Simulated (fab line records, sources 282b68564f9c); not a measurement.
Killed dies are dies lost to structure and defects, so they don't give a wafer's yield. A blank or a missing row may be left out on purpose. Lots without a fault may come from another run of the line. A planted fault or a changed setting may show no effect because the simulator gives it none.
A struck lot beside a sound one | flow rit_cmos | 40 steps out of a route of 202
Sound: wafers L287.1, L287.4, L287.5. Struck: wafers L299.1, L299.3, L299.6. The cause comes at the end.
At each step with rows: each side's tool, then ch and its chambers, then its first start. Under that, the readings that differ: sound wafers | struck wafers | difference of the means | sigmas: that difference in standard deviations of wafers without a fault.
alike: readings whose means differ by less than 2 such deviations, and words and numbers that are the same on both sides. not compared: withheld readings, readings that some wafer has no value for, bounds like >300 that may hide the same value, and numbers for which the record gives no deviation and whose values overlap.
The two part at a step that has a row with sigmas, a row that says differs or no value, or rows on one side only. Numbers that don't overlap but have no deviation are shown without sigmas and don't part them. A reading that every wafer of one side lacks parts them only if that side has two wafers or more.

first, 2 steps without rows for these wafers: RIT_FOX2_CLEAN_02 (cleans in dHF, time 180 s); RIT_FOX2_WET_ETCH_03 (etches Si3N4 in H3PO4, target depth 195 nm, time 2700 s).
RIT_FOX2_THK_MEAS_90:
  sound on film_metro-03, day 2 03:15; struck on film_metro-03, day 4 12:25
  alike: FIELD_OXIDE_LEFT_1_THK
then, 6 steps without rows for these wafers: RIT_NWELL_HMDS_00 (prime time 60 s); RIT_NWELL_COAT_01 (resist thk 1300 nm); RIT_NWELL_SOFTBAKE_02 (time 60 s); RIT_NWELL_EXPOSE_03 (exposes mask M2, target cd 43900 nm); RIT_NWELL_PEB_04; RIT_NWELL_DEVELOP_05 (develop time 68 s).
RIT_NWELL_OVL_MEAS_06:
  sound on overlay-01, day 2 04:19; struck on overlay-02, day 4 13:29
  alike: NWELL_OVL
then, 2 steps without rows for these wafers: RIT_NWELL_HARDBAKE_07 (time 120 s); RIT_NWELL_IMPLANT_08.
RIT_NWELL_STRIP_09: strips in O2, time 180 s.
  sound on plasma_asher-02 ch 0, day 2 04:45; struck on plasma_asher-02 ch 0,1, day 4 13:55
  reading                                    | sound             | struck          | difference | sigmas
  run_length_s (s)                           | 208.9 208.9 208.5 | 72.0 72.3 72.2  | -136.6     | -99 or more
  model.NOVOLAK_of_NWELL_COAT_01.thk_nm (nm) | 0 0 0             | 334.3 336 335.2 | +335.2     |
  alike: drypump_motor_current_A
  not compared: rf_hours_counter_h
RIT_NWELL_TW_MEAS_10:
  sound on film_metro-02, day 2 04:55; struck on film_metro-04, day 4 14:05
  alike: NWELL_TW
then, 6 steps without rows for these wafers: RIT_PWELL_HMDS_00 (prime time 60 s); RIT_PWELL_COAT_01 (resist thk 1300 nm); RIT_PWELL_SOFTBAKE_02 (time 60 s); RIT_PWELL_EXPOSE_03 (exposes mask M3, target cd 43700 nm); RIT_PWELL_PEB_04; RIT_PWELL_DEVELOP_05 (develop time 68 s).
RIT_PWELL_OVL_MEAS_06:
  sound on overlay-01, day 2 05:52; struck on overlay-01, day 4 15:07
  alike: PWELL_OVL
then, 2 steps without rows for these wafers: RIT_PWELL_HARDBAKE_07 (time 120 s); RIT_PWELL_IMPLANT_08.
RIT_PWELL_STRIP_09: strips in O2, time 180 s.
  sound on plasma_asher-03 ch 0,1, day 2 06:18; struck on plasma_asher-03 ch 0,1, day 4 15:32
  alike: drypump_motor_current_A, run_length_s
  not compared: rf_hours_counter_h
RIT_PWELL_TW_MEAS_10:
  sound on film_metro-01, day 2 06:28; struck on film_metro-01, day 4 15:43
  alike: PWELL_TW
then, 1 step without rows for these wafers: RIT_WELLDRIVE_ANNEAL_00 (time 14700 s).
RIT_WELLDRIVE_RS_MEAS_01: measures by four-point-probe.
  sound on film_metro-04, day 2 11:37; struck on film_metro-01, day 4 21:44
  alike: NWELL_RS
RIT_WELLDRIVE_RS_MEAS_02: measures by four-point-probe.
  sound on film_metro-04, day 2 11:44; struck on film_metro-01, day 4 21:52
  reading           | sound             | struck            | difference | sigmas
  PWELL_RS (ohm/sq) | 431.2 429.9 432.5 | 428.0 429.7 429.0 | -2.3       | -2
then, 6 steps without rows for these wafers: RIT_NRETRO_HMDS_00 (prime time 60 s); RIT_NRETRO_COAT_01 (resist thk 1300 nm); RIT_NRETRO_SOFTBAKE_02 (time 60 s); RIT_NRETRO_EXPOSE_03 (exposes mask M4, target cd 43900 nm); RIT_NRETRO_PEB_04; RIT_NRETRO_DEVELOP_05 (develop time 68 s).
RIT_NRETRO_OVL_MEAS_06:
  sound on overlay-02, day 2 12:50; struck on overlay-01, day 4 22:59
  alike: NRETRO_OVL
then, 2 steps without rows for these wafers: RIT_NRETRO_HARDBAKE_07 (time 120 s); RIT_NRETRO_IMPLANT_08.
RIT_NRETRO_STRIP_09: strips in O2, time 180 s.
  sound on plasma_asher-02 ch 0,1, day 2 13:16; struck on plasma_asher-02 ch 0,1, day 4 23:32
  alike: drypump_motor_current_A, run_length_s
  not compared: rf_hours_counter_h
RIT_NRETRO_TW_MEAS_10:
  sound on film_metro-03, day 2 13:26; struck on film_metro-04, day 4 23:56
  reading   | sound          | struck   | difference | sigmas
  NRETRO_TW | 1041 1040 1046 | 31 31 31 | -1011      | -99 or more
  not compared: hold
RIT_M1_PROBE_99:
  the record has rows for the sound wafers here (prober-01, day 3 16:13) and none for the struck ones

WHERE THEY PART
First at RIT_NWELL_STRIP_09; last, within this record, at RIT_M1_PROBE_99.

WHY: what the simulator had put in
Strip aborted: plasma_asher-02, from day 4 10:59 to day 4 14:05, at RIT_NWELL_STRIP_09. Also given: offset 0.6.
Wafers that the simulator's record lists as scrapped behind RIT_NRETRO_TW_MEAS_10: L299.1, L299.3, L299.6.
